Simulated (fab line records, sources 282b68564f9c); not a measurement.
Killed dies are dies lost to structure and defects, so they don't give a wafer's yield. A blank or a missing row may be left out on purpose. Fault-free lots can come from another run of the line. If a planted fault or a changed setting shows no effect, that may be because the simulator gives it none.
Which of the tools did it?	flow rit-cmos	14 lots, 42 wafers sampled, at 3 steps of a route of 202

WHAT THE GAUGES SHOWED, per wafer
RIT_NLDD_TW_MEAS_10. Usual: NLDD_TW 2468, standard deviation 33.
lot	measured	on	NLDD_TW	flag
L969	day 2 22:46	film-metro-03	2495 2505 2499	
L971	day 3 10:25	film-metro-02	2453 2449 2452	
L972	day 3 13:46	film-metro-03	2527 2514 2514	
L973	day 3 19:41	film-metro-02	2445 2438 2453	
L974	day 4 02:04	film-metro-02	2421 2416 2427	
L975	day 4 07:17	film-metro-03	2513 2501 2499	
L980	day 5 07:22	film-metro-02	2672 2690 2684 2686 2673 2673	OFF
L981	day 5 12:22	film-metro-04	2726 2711 2707 2714 2697 2715	OFF
L983	day 5 21:38	film-metro-03	2504 2505 2501	
L985	day 6 07:46	film-metro-04	2480 2486 2472	
L987	day 6 18:13	film-metro-03	2495 2488 2485	
L988	day 6 22:07	film-metro-04	2490 2481 2474	
L989	day 7 03:13	film-metro-02	2438 2440 2433	
L990	day 7 11:03	film-metro-02	2429 2413 2425	

RIT_SDANNEAL_RS_MEAS_07: uses a four-point probe to measure. Usual: NLDD_RS 151.9 ohm/sq, standard deviation 0.6.
lot	measured	on	NLDD_RS (ohm/sq)	flag
L969	day 3 06:31	film-metro-02	152.2 152.8 152.3	
L971	day 3 18:16	film-metro-03	151.9 151.3 152.2	
L972	day 3 21:49	film-metro-02	150.8 150.6 150.8	
L973	day 4 03:41	film-metro-04	151.8 151.7 151.8	
L974	day 4 09:52	film-metro-03	152.3 152.2 152.6	
L975	day 4 16:35	film-metro-02	151.3 151.5 151.7	
L980	day 5 18:25	film-metro-03	111.9 111.8 111.9 111.9 111.6 111.8	OFF
L981	day 6 05:14	film-metro-04	112.0 111.8 111.9 111.7 112.0 111.9	OFF
L983	day 6 05:25	film-metro-03	151.4 151.4 151.3	
L985	day 6 15:42	film-metro-02	151.5 151.9 151.4	
L987	day 7 02:01	film-metro-03	152.2 152.1 152.3	
L988	day 7 06:38	film-metro-03	152.9 152.9 153.2	
L989	day 7 11:03	film-metro-03	151.0 150.7 150.9	
L990	day 7 18:52	film-metro-03	152.3 152.5 153.0	

WHAT TOOL EACH LOT RAN ON (gives the tool, then ch and the chambers of the sampled wafers, and finally the start)
lot	RIT_NLDD_IMPLANT_08
L969	implanter-04 ch 0, day 2 22:28
L971	implanter-04 ch 0, day 3 10:05
L972	implanter-02 ch 0, day 3 13:26
L973	implanter-02 ch 0, day 3 19:23
L974	implanter-02 ch 0, day 4 01:44
L975	implanter-01 ch 0, day 4 06:59
L980	implanter-02 ch 0, day 5 07:02
L981	implanter-02 ch 0, day 5 12:02
L983	implanter-01 ch 0, day 5 21:19
L985	implanter-04 ch 0, day 6 07:27
L987	implanter-01 ch 0, day 6 17:53
L988	implanter-01 ch 0, day 6 21:49
L989	implanter-01 ch 0, day 7 02:55
L990	implanter-01 ch 0, day 7 10:45
- RIT_NLDD_IMPLANT_08

AS READ BY THE TOOLS THEMSELVES (means over the sampled wafers that have a number; for cases with no such wafer, the mark the record gives instead)
RIT_NLDD_IMPLANT_08. Usual: dose-ions-cm2 5e+14, standard deviation 5.3e+11; faraday-current-uA 1578, standard deviation 29.
lot	tool	dose-ions-cm2	faraday-current-uA	flag
L969	implanter-04	5e+14	1572	
L971	implanter-04	5e+14	1598	
L972	implanter-02	5e+14	1620	
L973	implanter-02	5e+14	1567	
L974	implanter-02	5e+14	1593	
L975	implanter-01	5e+14	1589	
L980	implanter-02	7e+14	2328	OFF
L981	implanter-02	7e+14	2323	OFF
L983	implanter-01	5e+14	1577	
L985	implanter-04	5e+14	1550	
L987	implanter-01	5e+14	1573	
L988	implanter-01	5e+14	1562	
L989	implanter-01	5e+14	1585	
L990	implanter-01	5e+14	1555	

THE ANSWER, worked out from the rows above alone
Rule: a lot counts as off when the mean over its wafers that have a number is more than 3 standard deviations away from the usual mean. Also off: a lot with no number at a reading for which 4 or more lots have one. The other lots that the step has rows for count as sound. After the gauges, taken in route order, come the tools' own readings; for these a lot's mean is taken, as printed above. At the first step where some lot is off, the reading lying furthest off is the one used; lots without a number count as furthest.
Off: at RIT_NLDD_TW_MEAS_10 (NLDD_TW), L980, L981.
If a tool, at a process step before that reading, ran all the lots that are off and no sound lot after the first of them, it fits. The gauges at RIT_NLDD_TW_MEAS_10 aren't tried: what is off there is off at RIT_NLDD_IMPLANT_08 too, on other tools, and a gauge's error can't cause that. One fits: RIT_NLDD_IMPLANT_08 on implanter-02. Its last sound lot is L974 (day 4 01:44), its first lot that is off L980 (day 5 07:02): a fault that began between those two fits.
The tool's own readings at RIT_NLDD_IMPLANT_08 bear it out: on the lots that are off they differ by more than 5 times the standard deviation of the sound lots' means. dose-ions-cm2 reads 7e+14 there against 5e+14 on the sound lots; faraday-current-uA reads 2326 there against 1578 on the sound lots.

WHAT THE SIMULATOR HAD INSERTED
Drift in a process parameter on implanter-02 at RIT_NLDD_IMPLANT_08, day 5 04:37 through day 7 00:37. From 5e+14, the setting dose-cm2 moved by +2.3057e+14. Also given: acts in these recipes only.
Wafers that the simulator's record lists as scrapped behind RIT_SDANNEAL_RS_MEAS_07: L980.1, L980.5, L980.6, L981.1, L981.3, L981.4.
Struck lots among those shown: L980, L981. Same finding as the rule above.
